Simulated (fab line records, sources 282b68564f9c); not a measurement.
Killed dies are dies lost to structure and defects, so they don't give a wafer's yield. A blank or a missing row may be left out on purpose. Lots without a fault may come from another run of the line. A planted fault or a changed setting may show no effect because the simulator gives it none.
Which tool did it? | flow rit_cmos | 7 lots, 21 wafers sampled, at 4 steps of a route of 202

WHAT THE GAUGES READ, wafer by wafer
RIT_ACTIVE_CD_MEAS_90: target cd 1400 nm.
lot  | measured    | on        | cd_nm (nm)
L394 | day 1 16:23 | cd_sem-01 | 1399.3 1400.1 1400.9
L395 | day 1 20:52 | cd_sem-02 | 1402.2 1399.6 1403.2
L396 | day 2 01:44 | cd_sem-02 | 1399.7 1397.2 1397.1
L406 | day 4 03:38 | cd_sem-02 | 1399.5 1398.0 1399.4
L408 | day 4 13:10 | cd_sem-01 | 1405.8 1403.5 1404.6
L410 | day 5 00:05 | cd_sem-02 | 1395.6 1395.8 1399.2
L415 | day 6 00:02 | cd_sem-01 | 1398.4 1396.4 1398.3

RIT_GATE_THK_MEAS_07.
lot  | measured    | on            | GATE_OXIDE_THK (nm)
L394 | day 2 11:04 | film_metro-01 | 2.97 2.90 2.96
L395 | day 2 16:02 | film_metro-02 | 2.98 2.94 2.99
L396 | day 2 20:08 | film_metro-01 | 3.07 3.03 3.03
L406 | day 4 21:42 | film_metro-02 | 3.82 3.79 3.89
L408 | day 5 07:20 | film_metro-02 | 3.95 3.96 3.92
L410 | day 5 17:47 | film_metro-03 | 3.00 3.06 2.99
L415 | day 6 18:22 | film_metro-01 | 3.00 3.01 3.02

RIT_NLDD_OVL_MEAS_06.
lot  | measured    | on         | NLDD_OVL (nm)
L394 | day 2 18:48 | overlay-01 | 3.0 3.4 2.5
L395 | day 2 23:12 | overlay-01 | -0.8 -1.5 -0.4
L396 | day 3 03:31 | overlay-01 | 0.1 -0.8 1.0
L406 | day 5 05:28 | overlay-02 | -0.9 0.7 0.3
L408 | day 5 16:01 | overlay-02 | -0.3 -2.8 -1.1
L410 | day 6 01:22 | overlay-01 | 1.3 0.3 0.2
L415 | day 7 01:46 | overlay-02 | -1.2 -2.4 -2.1

WHICH TOOL RAN EACH LOT (tool, then ch and the chambers of the sampled wafers, then the start)
lot  | RIT_ACTIVE_STRIP_14
L394 | plasma_asher-01 ch 0,1, day 1 16:13
L395 | plasma_asher-02 ch 0,1, day 1 20:41
L396 | plasma_asher-01 ch 0,1, day 2 01:33
L406 | plasma_asher-02 ch 0,1, day 4 03:29
L408 | plasma_asher-01 ch 0,1, day 4 12:58
L410 | plasma_asher-04 ch 0,1, day 4 23:53
L415 | plasma_asher-02 ch 0,1, day 5 23:50
- RIT_ACTIVE_STRIP_14: strips in O2, time 180 s.

WHAT THE TOOLS THEMSELVES READ (means of the sampled wafers that have a number; where no wafer has one, the mark that the record gives instead)
RIT_ACTIVE_STRIP_14.
lot  | tool            | drypump_motor_current_A (A)
L394 | plasma_asher-01 | 5.7
L395 | plasma_asher-02 | 5.7
L396 | plasma_asher-01 | 5.7
L406 | plasma_asher-02 | 5.9
L408 | plasma_asher-01 | 5.7
L410 | plasma_asher-04 | 5.4
L415 | plasma_asher-02 | 5.9

THE ANSWER, worked out from the rows above alone
Rule: what is usual is taken from the lots themselves. Put in order of their means at a reading, lots are off if they are a third of the lots or fewer, leave a main group of 4 or more, and stand apart from it by a gap of 3 or more times the standard deviation of the main group's means; of several such gaps the widest counts. A main group whose means are all the same, to the digits that the tables above print for the reading, isn't used. A lot without any number at a reading at which 4 lots or more have one is off too. The other lots that the step has rows for count as sound. The gauges are gone through in route order, then the tools' own readings, and for those a lot's mean is taken as printed above. The first step at which some lot is off is used, and at that step the reading that is off furthest; a lot without a number counts as furthest.
Off: L406, L408, at RIT_GATE_THK_MEAS_07 (GATE_OXIDE_THK). The main group: mean 3.00 nm, standard deviation 0.036.
A tool fits if, at a process step before that reading, it ran every lot that is off, and no sound lot after the first of them. The gauges at RIT_GATE_THK_MEAS_07 are tried like those tools. One fits: film_metro-02 at RIT_GATE_THK_MEAS_07. Its last sound lot is L395 (day 2 16:02), its first lot that is off L406 (day 4 21:42): a fault that began between those two fits.

WHAT THE SIMULATOR HAD PUT IN
Metrology matching offset: film_metro-02, from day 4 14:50 on, at RIT_GATE_THK_MEAS_07. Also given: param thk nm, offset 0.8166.
Lots struck among those shown: L406, L408. The rule above found the same.
